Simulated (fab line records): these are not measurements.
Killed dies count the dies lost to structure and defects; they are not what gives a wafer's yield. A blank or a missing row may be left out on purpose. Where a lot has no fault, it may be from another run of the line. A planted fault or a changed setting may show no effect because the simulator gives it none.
A single fault, viewed from 2 desks || flow berkeley_cmos170 || only its own numbers are on each desk; what lay behind them is given at the end

== FROM THE METROLOGY DESK ==
Lot by lot, what the gauges showed, no matter which tool ran the lot: averages of those sampled wafers that carry a number. Any lot whose mean is over 4 standard deviations away from the usual mean is out of limits and marked OUT; that distance is given in the brackets.
Columns: A = cd_nm at UCB170_CONTACT_CD_MEAS_90, usual 699.6 nm
{"lot": "L791", "first seen here": "day 7 06:28", "A": 699.8}
{"lot": "L792", "first seen here": "day 7 17:35", "A": 697.4}
{"lot": "L795", "first seen here": "day 7 23:32", "A": 702.2}
{"lot": "L796", "first seen here": "day 8 01:53", "A": 698.9}
{"lot": "L797", "first seen here": "day 8 08:01", "A": 700.3}
{"lot": "L800", "first seen here": "day 9 00:53", "A": 699.8}
{"lot": "L801", "first seen here": "day 9 03:11", "A": 699.8}
{"lot": "L804", "first seen here": "day 9 21:00", "A": 700.7}
{"lot": "L802", "first seen here": "day 9 21:13", "A": 700.2}
{"lot": "L803", "first seen here": "day 9 21:26", "A": 699.3}
{"lot": "L806", "first seen here": "day 10 14:24", "A": 700.6}
{"lot": "L807", "first seen here": "day 11 07:34", "A": 699.6}
{"lot": "L811", "first seen here": "day 11 17:06", "A": 698.2}
{"lot": "L814", "first seen here": "day 12 06:00", "A": 701.5}
This desk's verdict: no lot among the 14 shows anything out of limits.

== TOOL OWNER'S DESK, litho_track-04 ==
At UCB170_PVT_SOFTBAKE_02 (time 60 s), the tool's own readings, given per lot that ran on this tool as the mean of the sampled wafers with a number. Any lot whose mean is over 4 standard deviations away from the usual mean is out of limits and marked OUT; that distance is given in the brackets.
Columns: A = heater_power_total_W at UCB170_PVT_SOFTBAKE_02, usual 56.80 W; B = plate_temp_C at UCB170_PVT_SOFTBAKE_02, usual 129.99 C
{"lot": "L792", "first seen here": "day 6 06:09", "A": 56.79, "B": 130.01}
{"lot": "L800", "first seen here": "day 7 10:12", "A": 56.82, "B": 129.97}
{"lot": "L802", "first seen here": "day 8 02:45", "A": 56.78, "B": 129.95}
{"lot": "L804", "first seen here": "day 8 06:40", "A": 56.80, "B": 129.88}
{"lot": "L806", "first seen here": "day 9 01:25", "A": 56.76, "B": 129.85}
{"lot": "L807", "first seen here": "day 9 17:20", "A": 56.82, "B": 129.90}
{"lot": "L811", "first seen here": "day 10 09:04", "A": "58.27 (+31) OUT", "B": "132.54 (+23) OUT"}
{"lot": "L814", "first seen here": "day 10 23:40", "A": "58.33 (+32) OUT", "B": "132.72 (+25) OUT"}
This desk finds L811, L814 out of limits, L811 being first, at day 10 09:04 (heater_power_total_W at UCB170_PVT_SOFTBAKE_02). In limits: L792, L800, L802, L804, L806, L807.

== BROUGHT TOGETHER ==
The tool owner's desk could have raised an alarm at day 10 09:04, on L811, L814.
Metrology desk: nothing out of limits seen.
The metrology desk holds a record of L811, L814, inside its limits.
On litho_track-04, each named lot ran UCB170_PVT_SOFTBAKE_02.

== WHAT HAD BEEN PUT IN BY THE SIMULATOR ==
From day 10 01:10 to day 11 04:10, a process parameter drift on litho_track-04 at UCB170_PVT_SOFTBAKE_02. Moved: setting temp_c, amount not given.
Lots struck among those shown: L811, L814.
How many hours passed from the start of the fault until each desk's first out-of-limits reading: the tool owner's desk, 8.
